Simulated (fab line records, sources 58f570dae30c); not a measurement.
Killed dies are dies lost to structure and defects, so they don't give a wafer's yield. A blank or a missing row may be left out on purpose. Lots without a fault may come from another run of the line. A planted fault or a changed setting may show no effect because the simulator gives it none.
Tool commonality check | flow berkeley_cmos170 | 15 lots, 45 wafers sampled

WHY IT WAS OPENED
At UCB170_PFIELD_TW_MEAS_09 the reading PFIELD_TW is flagged on 3 of 15 lots. Wafers without a fault read 597, standard deviation 4.7.
Rule: a lot is flagged when every wafer of it that has a number lies more than 4 standard deviations from that mean, or none has a number. The other lots count as sound.

lot  | measured    | on            | PFIELD_TW, wafer by wafer | flag
L237 | day 4 17:22 | film_metro-01 | 592 591 590               |
L238 | day 4 17:30 | film_metro-03 | 605 604 602               |
L239 | day 4 21:38 | film_metro-03 | 604 606 601               |
L242 | day 5 01:16 | film_metro-03 | 601 599 601               |
L246 | day 6 09:26 | film_metro-03 | 656 656 656               | FLAGGED
L247 | day 6 17:46 | film_metro-04 | 649 649 647               | FLAGGED
L250 | day 7 03:18 | film_metro-04 | 597 599 599               |
L249 | day 7 03:27 | film_metro-03 | 652 653 653               | FLAGGED
L251 | day 7 08:12 | film_metro-04 | 600 594 599               |
L253 | day 7 15:46 | film_metro-03 | 601 600 600               |
L252 | day 7 15:53 | film_metro-01 | 594 592 590               |
L255 | day 8 03:39 | film_metro-04 | 592 595 596               |
L257 | day 8 18:14 | film_metro-01 | 594 595 593               |
L258 | day 9 00:37 | film_metro-01 | 592 596 596               |
L259 | day 9 02:48 | film_metro-01 | 590 594 595               |
The numbers of the flagged lots are 652 on average: +55 against the usual, or +12 standard deviations.

WHICH TOOL RAN EACH LOT
The record holds 1 process step before the reading, out of a route of 331 steps. In each cell: the tool, then ch and the chambers that the sampled wafers went through, then the start.
lot  | flag    | UCB170_PFIELD_IMPLANT_07
L237 |         | implanter-01 ch 0, day 4 17:07
L238 |         | implanter-03 ch 0, day 4 17:17
L239 |         | implanter-03 ch 0, day 4 21:23
L242 |         | implanter-01 ch 0, day 5 01:02
L246 | FLAGGED | implanter-03 ch 0, day 6 09:11
L247 | FLAGGED | implanter-03 ch 0, day 6 17:31
L250 |         | implanter-01 ch 0, day 7 03:03
L249 | FLAGGED | implanter-03 ch 0, day 7 03:14
L251 |         | implanter-04 ch 0, day 7 07:59
L253 |         | implanter-04 ch 0, day 7 15:32
L252 |         | implanter-01 ch 0, day 7 15:38
L255 |         | implanter-01 ch 0, day 8 03:24
L257 |         | implanter-01 ch 0, day 8 18:00
L258 |         | implanter-01 ch 0, day 9 00:24
L259 |         | implanter-04 ch 0, day 9 02:33
What these steps do:
- UCB170_PFIELD_IMPLANT_07
- UCB170_PFIELD_TW_MEAS_09

FLAGGED OVER TOTAL, TOOL BY TOOL (the gauges that took the reading come last)
step                     | tool          | lots run | flagged | share of the flagged lots | sound lots run after its first flagged lot
UCB170_PFIELD_IMPLANT_07 | implanter-01  | 7        | 0       | none                      | -
UCB170_PFIELD_IMPLANT_07 | implanter-03  | 5        | 3       | all                       | 0
UCB170_PFIELD_IMPLANT_07 | implanter-04  | 3        | 0       | none                      | -
UCB170_PFIELD_TW_MEAS_09 | film_metro-01 | 5        | 0       | none                      | -
UCB170_PFIELD_TW_MEAS_09 | film_metro-03 | 6        | 2       | some                      | 1 (L253)
UCB170_PFIELD_TW_MEAS_09 | film_metro-04 | 4        | 1       | some                      | 3 (L250,L251,L255)

WHAT THE TABLE ALLOWS
1 row of the table ran every flagged lot: implanter-03 at UCB170_PFIELD_IMPLANT_07.
- implanter-03 at UCB170_PFIELD_IMPLANT_07: 3 of its 5 lots flagged. Its last sound lot is L239 (day 4 21:23), its first flagged lot L246 (day 6 09:11): a fault that began between those two fits. Its own readings lie more than 4 standard deviations out on every wafer of the flagged lots: dose_ions_cm2, faraday_current_uA.
One tool is left: implanter-03 at UCB170_PFIELD_IMPLANT_07.

WHAT THE SIMULATOR HAD PUT IN
Process parameter drift: implanter-03, from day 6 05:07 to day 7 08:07, at UCB170_PFIELD_IMPLANT_07. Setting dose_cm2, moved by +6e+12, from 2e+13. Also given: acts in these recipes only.
Lots struck among those shown: L246, L247, L249. The rule above found the same.
